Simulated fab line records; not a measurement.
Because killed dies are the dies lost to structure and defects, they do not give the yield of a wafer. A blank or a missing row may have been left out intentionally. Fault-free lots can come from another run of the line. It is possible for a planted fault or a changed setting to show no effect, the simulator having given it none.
2 desks looking at one fault -- flow berkeley cmos170 -- each desk has only its own numbers; what lay behind them comes last

FOR THE TOOL OWNER'S DESK: litho track-04
At UCB170_NLDD_SOFTBAKE_02 (time 60 s), the tool's own readings, given per lot that ran on this tool as the mean of the sampled wafers with a number. A lot is out of limits, marked OUT, if its mean lies more than 4 standard deviations from the usual mean; the brackets give that distance.
Columns: A = heater power total W at UCB170_NLDD_SOFTBAKE_02, usual 56.80 W; B = plate temp C at UCB170_NLDD_SOFTBAKE_02, usual 130.00 C; C = resist line temp C at UCB170_NLDD_SOFTBAKE_02, usual 22.99 C
lot,first seen here,A,B,C
L530,day 7 14:07,56.80,129.74,23.09
L534,day 8 16:53,56.81,130.25,23.12
L539,day 9 08:25,56.78,130.02,23.04
L537,day 9 08:54,56.79,129.95,23.07
L543,day 10 10:08,55.47 (-28) OUT,127.74 (-16) OUT,23.09
L542,day 10 10:52,55.51 (-27) OUT,127.67 (-17) OUT,22.88
This desk's finding: out of limits on L542, L543; first on L543, day 10 10:08 (heater power total W at UCB170_NLDD_SOFTBAKE_02). Within limits: L530, L534, L539, L537.

METROLOGY DESK
What the gauges read for every lot (on any tool): the sampled wafers with a number, averaged. A lot is out of limits, marked OUT, if its mean lies more than 4 standard deviations from the usual mean; the brackets give that distance.
Columns: A = ACTIVE_OXIDE_THK at UCB170_ACTIVE_THK_MEAS_03, usual 26.8 nm; B = PFIELD_OVL at UCB170_PFIELD_OVL_MEAS_06, usual 3 nm; C = cd nm at UCB170_NLDD_CD_MEAS_06, usual 1199.6 nm
lot,first seen here,A,B,C
L524,day 4 00:50,26.1,4,1200.2
L525,day 4 00:50,26.8,1,1199.9
L529,day 4 23:26,27.3,3,1199.0
L528,day 4 23:26,27.0,4,1199.0
L532,day 5 10:01,26.5,2,1199.0
L530,day 5 10:02,25.6,-1,1199.5
L533,day 6 01:26,26.7,3,1200.2
L534,day 6 01:26,26.3,10,1199.3
L536,day 6 15:56,27.2,3,1199.8
L539,day 6 17:17,27.8,4,1197.3
L537,day 6 17:18,27.4,5,1199.3
L543,day 7 23:23,27.0,-2,1194.1
L542,day 7 23:28,26.8,7,1195.0
L545,day 8 13:25,27.3,2,1200.4
Finding of this desk: none of the 14 lots has anything out of limits.

BROUGHT TOGETHER
An alarm could have come from the tool owner's desk at day 10 10:08, on L542, L543.
At the metrology desk, nothing out of limits was observed.
The metrology desk holds a record of L542, L543, inside its limits.
The lots listed all ran UCB170_NLDD_SOFTBAKE_02 on litho track-04.

WHAT HAD BEEN PUT IN BY THE SIMULATOR
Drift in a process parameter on litho track-04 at UCB170_NLDD_SOFTBAKE_02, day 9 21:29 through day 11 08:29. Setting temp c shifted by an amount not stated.
Lots struck among those shown: L542, L543.
How many hours passed from the start of the fault until each desk's first out-of-limits reading: the tool owner's desk, 13.
